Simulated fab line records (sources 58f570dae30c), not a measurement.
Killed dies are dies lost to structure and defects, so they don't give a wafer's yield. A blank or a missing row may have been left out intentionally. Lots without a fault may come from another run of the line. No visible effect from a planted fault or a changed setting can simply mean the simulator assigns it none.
Struck lot and sound lot, side by side -- flow berkeleyCmos170 -- 42 steps out of a route of 331
Sound: wafers L353.2, L353.4, L353.6. The struck wafers were L361.1, L361.2, L361.3. The cause is given at the end.
At each step with rows: each side's tool, then ch and its chambers, then its first start. Under that, the readings that differ: sound wafers -- struck wafers -- difference of the means -- sigmas: that difference in standard deviations of wafers without a fault.
alike: readings with means less than 2 such deviations apart, plus words and numbers identical on both sides. not compared: withheld readings, readings lacking a value on some wafer, bounds such as >300 that could conceal the same value, and numbers that have no deviation in the record and whose values overlap.
A row with sigmas, a row that says differs or no value, or rows on one side alone: a step with any of these is where the two part. Numbers that don't overlap but have no deviation are shown without sigmas and don't part them. Lack of a reading on every wafer of one side parts them only where that side has two or more wafers.

first, 1 step without rows for these wafers: UCB170_SDANNEAL_RTA_01 (time 5 s).
UCB170_SDANNEAL_RS_MEAS_02: uses a four-point probe to measure.
  struck on filmMetro-01, day 8 17:52; sound on filmMetro-02, day 7 01:57
  alike: PSD_RS
UCB170_SDANNEAL_RS_MEAS_03: uses a four-point probe to measure.
  struck on filmMetro-01, day 8 17:59; sound on filmMetro-02, day 7 02:04
  alike: NSD_RS
UCB170_SDANNEAL_RS_MEAS_04: uses a four-point probe to measure.
  struck on filmMetro-01, day 8 18:07; sound on filmMetro-02, day 7 02:11
  alike: PLDD_RS
UCB170_SDANNEAL_RS_MEAS_05: uses a four-point probe to measure.
  struck on filmMetro-01, day 8 18:14; sound on filmMetro-02, day 7 02:19
reading,sound,struck,difference,sigmas
NLDD_RS (ohm/sq),618.3 618.2 617.6,613.8 615.5 614.6,-3.4,-2
then, 1 step without rows for these wafers: UCB170_SILICIDE_PRE_CLEAN_00 (preclean etch time 60 s).
UCB170_SILICIDE_SPUTTER_01: material Ti, target thk 30 nm, time 25 s.
  struck on pvdSputter-02, day 8 18:25; sound on pvdSputter-02, day 7 02:29
  alike: throttleValvePct
UCB170_SILICIDE_RS_MEAS_02: uses a four-point probe to measure.
  struck on filmMetro-02, day 8 18:27; sound on filmMetro-04, day 7 02:32
  alike: SILICIDE_TI_RS
UCB170_SILICIDE_THK_MEAS_03: measures by xrf.
  struck on filmMetro-02, day 8 18:34; sound on filmMetro-04, day 7 02:38
  alike: SILICIDE_TI_THK
then, 3 steps without rows for these wafers: UCB170_SILICIDE_RTA_04 (time 15 s); UCB170_SILICIDE_WET_ETCH_05 (etches Ti in SPM, time 45 s); UCB170_CONTACT_CLEAN_00 (cleans in SPM, time 600 s).
UCB170_CONTACT_CVD_01: deposits PSG from SiH4/O2/PH3, target thk 700 nm, time 2820 s.
  sound on lpcvd-02 ch 1, day 7 03:10; struck on lpcvd-02 ch 0, day 8 19:13
reading,sound,struck,difference,sigmas
model.PSG_of_CONTACT_CVD_01.thkNm (nm),715.4 712.7 716.6,806.1 804.5 802.8,+89.6,
  alike: spikeTcCentreC
UCB170_CONTACT_THK_MEAS_02:
  struck on filmMetro-04, day 8 21:20; sound on filmMetro-03, day 7 04:57
reading,sound,struck,difference,sigmas
CONTACT_PSG_THK (nm),715 713 716,806 805 803,+90,+14
  not compared: hold
then, 2 steps without rows for these wafers: UCB170_CONTACT_COAT_04 (resist thk 900 nm); UCB170_CONTACT_SOFTBAKE_05 (time 60 s).
UCB170_CONTACT_STRIP_06: strips in O2.
  sound on plasmaAsher-02 ch 0,1, day 7 05:27; struck on plasmaAsher-03 ch 0,1, day 9 01:32
  alike: drypumpMotorCurrentA, oesProductAu, stripTimeToEndpointS
  not compared: rfHoursCounterH
then, 1 step without rows for these wafers: UCB170_CONTACT_CLEAN_07 (cleans in SPM, time 600 s).
UCB170_CONTACT_RTA_08: time 10 s.
  sound on rtpAnneal-02 ch 0, day 7 06:16; struck on rtpAnneal-01 ch 0, day 9 02:01
reading,sound,struck,difference,sigmas
lampPowerPct (%),24.3 24.3 24.3,26.3 26.3 26.3,+2.0,+2
  alike: wafer_temp_C_max
then, 6 steps without rows for these wafers: UCB170_CONTACT_COAT_09; UCB170_CONTACT_COAT_10 (resist thk 900 nm); UCB170_CONTACT_SOFTBAKE_11 (time 60 s); UCB170_CONTACT_EXPOSE_12 (exposes mask CONT, target cd 700 nm); UCB170_CONTACT_PEB_13; UCB170_CONTACT_DEVELOP_14 (develop time 45 s).
UCB170_CONTACT_CD_MEAS_15: target cd 700 nm.
  struck on cdSem-01, day 9 03:16; sound on cdSem-02, day 7 07:14
  alike: cdNm
UCB170_CONTACT_OVL_MEAS_16:
  struck on overlay-02, day 9 03:23; sound on overlay-02, day 7 07:20
  alike: CONTACT_OVL
UCB170_CONTACT_ETCH_17: etches BARC in N2/H2.
  sound on rieDiel-01 ch 0,2,3, day 7 07:22; struck on rieDiel-01 ch 0,2,3, day 9 03:25
  alike: drypumpMotorCurrentA, oesProductAu, throttleValvePct
UCB170_CONTACT_ETCH_18: etches PSG in CHF3/CF4/Ar, stops on TiSi2, target depth 840 nm, time 195 s.
  sound on rieDiel-01 ch 0,2,3; struck on rieDiel-01 ch 0,2,3
reading,sound,struck,difference,sigmas
oesProductAu (a.u.),0.898 0.913 0.901,0.977 0.972 0.972,+0.070,+7
model.etch.depthNm (nm),715.4 712.7 716.6,806.1 804.5 802.8,+89.6,
model.CONTACT.featureDepthNm (nm),715.4 712.7 716.6,806.1 804.5 802.8,+89.6,
  alike: drypumpMotorCurrentA, throttleValvePct
  not compared: rfHoursCounterH
then, 1 step without rows for these wafers: UCB170_CONTACT_STRIP_19 (strips in O2).
UCB170_CONTACT_CD_MEAS_90: target cd 700 nm.
  struck on cdSem-01, day 9 03:58; sound on cdSem-02, day 7 07:39
  alike: cdNm
then, 1 step without rows for these wafers: UCB170_CONTACT_CLEAN_20 (cleans in SPM, time 600 s).
UCB170_M1_SPUTTER_00: material Al, target thk 600 nm, time 80 s.
  struck on pvdSputter-03, day 9 04:16; sound on pvdSputter-04, day 7 08:06
  alike: throttleValvePct
UCB170_M1_RS_MEAS_01: uses a four-point probe to measure.
  struck on filmMetro-02, day 9 04:21; sound on filmMetro-02, day 7 08:11
  alike: M1_AL_RS
UCB170_M1_THK_MEAS_02: measures by xrf.
  struck on filmMetro-02, day 9 04:28; sound on filmMetro-02, day 7 08:17
  alike: M1_AL_THK
then, 6 steps without rows for these wafers: UCB170_M1_COAT_03; UCB170_M1_COAT_04 (resist thk 900 nm); UCB170_M1_SOFTBAKE_05 (time 60 s); UCB170_M1_EXPOSE_06 (exposes mask METAL1, target cd 700 nm); UCB170_M1_PEB_07; UCB170_M1_DEVELOP_08 (develop time 45 s).
UCB170_M1_METAL_ETCH_12: etches Al in Cl2/BCl3, stops on PSG, target depth 780 nm, time 130 s.
  sound on rieMetal-04 ch 0,1, day 7 10:08; struck on rieMetal-04 ch 0,1, day 9 05:41
reading,sound,struck,difference,sigmas
model.PSG_of_CONTACT_CVD_01.thkNm (nm),678 675.4 678.4,767.9 767.3 765.4,+89.6,
  alike: drypumpMotorCurrentA, oesProductAu, throttleValvePct
  not compared: rfHoursCounterH

## WHERE THEY PART
Earliest at UCB170_SDANNEAL_RS_MEAS_05; latest, in this record, at UCB170_CONTACT_ETCH_18. Later steps at which nothing parts them and some readings are alike: UCB170_CONTACT_CD_MEAS_90, UCB170_M1_SPUTTER_00, UCB170_M1_RS_MEAS_01, UCB170_M1_THK_MEAS_02, UCB170_M1_METAL_ETCH_12.

WHY: the cause the simulator had injected
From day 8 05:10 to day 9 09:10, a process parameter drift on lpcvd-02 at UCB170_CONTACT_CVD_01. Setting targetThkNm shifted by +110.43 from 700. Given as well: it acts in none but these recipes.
